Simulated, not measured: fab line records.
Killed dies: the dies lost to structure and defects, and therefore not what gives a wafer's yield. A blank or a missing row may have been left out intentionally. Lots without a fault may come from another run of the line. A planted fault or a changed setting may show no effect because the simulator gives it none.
What tool caused it? | flow berkeley_cmos170 | Sampling: 7 lots, 21 wafers, 3 of 331 route steps

## WHAT THE GAUGES READ, wafer by wafer
UCB170_NSD_OVL_MEAS_07.
lot  | measured     | on         | NSD_OVL (nm)
L788 | day 8 02:01  | overlay-01 | 9 0 -1
L789 | day 8 02:34  | overlay-02 | 8 2 1
L792 | day 9 19:34  | overlay-01 | -14 -7 -7
L790 | day 9 19:39  | overlay-02 | 13 4 10
L796 | day 10 11:10 | overlay-01 | 0 -5 -4
L798 | day 11 04:42 | overlay-01 | 1 3 8
L807 | day 12 17:26 | overlay-02 | 1 -1 6

## TOOL THAT RAN EACH LOT (tool first, then ch and the chambers of the sampled wafers, then the start)
lot  | UCB170_PSD_EXPOSE_03              | UCB170_NSD_PEB_04
L788 | krf_scanner-01 ch 0, day 7 21:23  | litho_track-03 ch 0, day 8 01:37
L789 | krf_scanner-01 ch 0, day 7 21:52  | litho_track-03 ch 0, day 8 02:10
L792 | krf_scanner-01 ch 0, day 9 16:32  | litho_track-02 ch 0, day 9 19:10
L790 | krf_scanner-01 ch 0, day 9 17:01  | litho_track-03 ch 0, day 9 19:15
L796 | krf_scanner-02 ch 0, day 10 08:52 | litho_track-01 ch 0, day 10 10:47
L798 | krf_scanner-02 ch 0, day 11 00:02 | litho_track-02 ch 0, day 11 04:21
L807 | krf_scanner-01 ch 0, day 12 13:47 | litho_track-02 ch 0, day 12 17:05
- UCB170_PSD_EXPOSE_03: exposes mask PSELECT MOD, target cd 1200 nm.
- UCB170_NSD_PEB_04

## THE ANSWER, worked out from the rows above alone
Rule: what is usual is taken from the lots themselves. Put in order of their means at a reading, lots are off if they are a third of the lots or fewer, leave a main group of 4 or more, and stand apart from it by a gap of 3 or more times the standard deviation of the main group's means; of several such gaps the widest counts. If all means in a main group match to the digits the tables above print for the reading, that group is not used. Also off: a lot with no number at a reading for which 4 or more lots have one. All remaining lots with rows at the step are treated as sound.
Across all readings shown, no lot is off: no conclusion can be drawn from this.

## WHAT THE SIMULATOR HAD INSERTED
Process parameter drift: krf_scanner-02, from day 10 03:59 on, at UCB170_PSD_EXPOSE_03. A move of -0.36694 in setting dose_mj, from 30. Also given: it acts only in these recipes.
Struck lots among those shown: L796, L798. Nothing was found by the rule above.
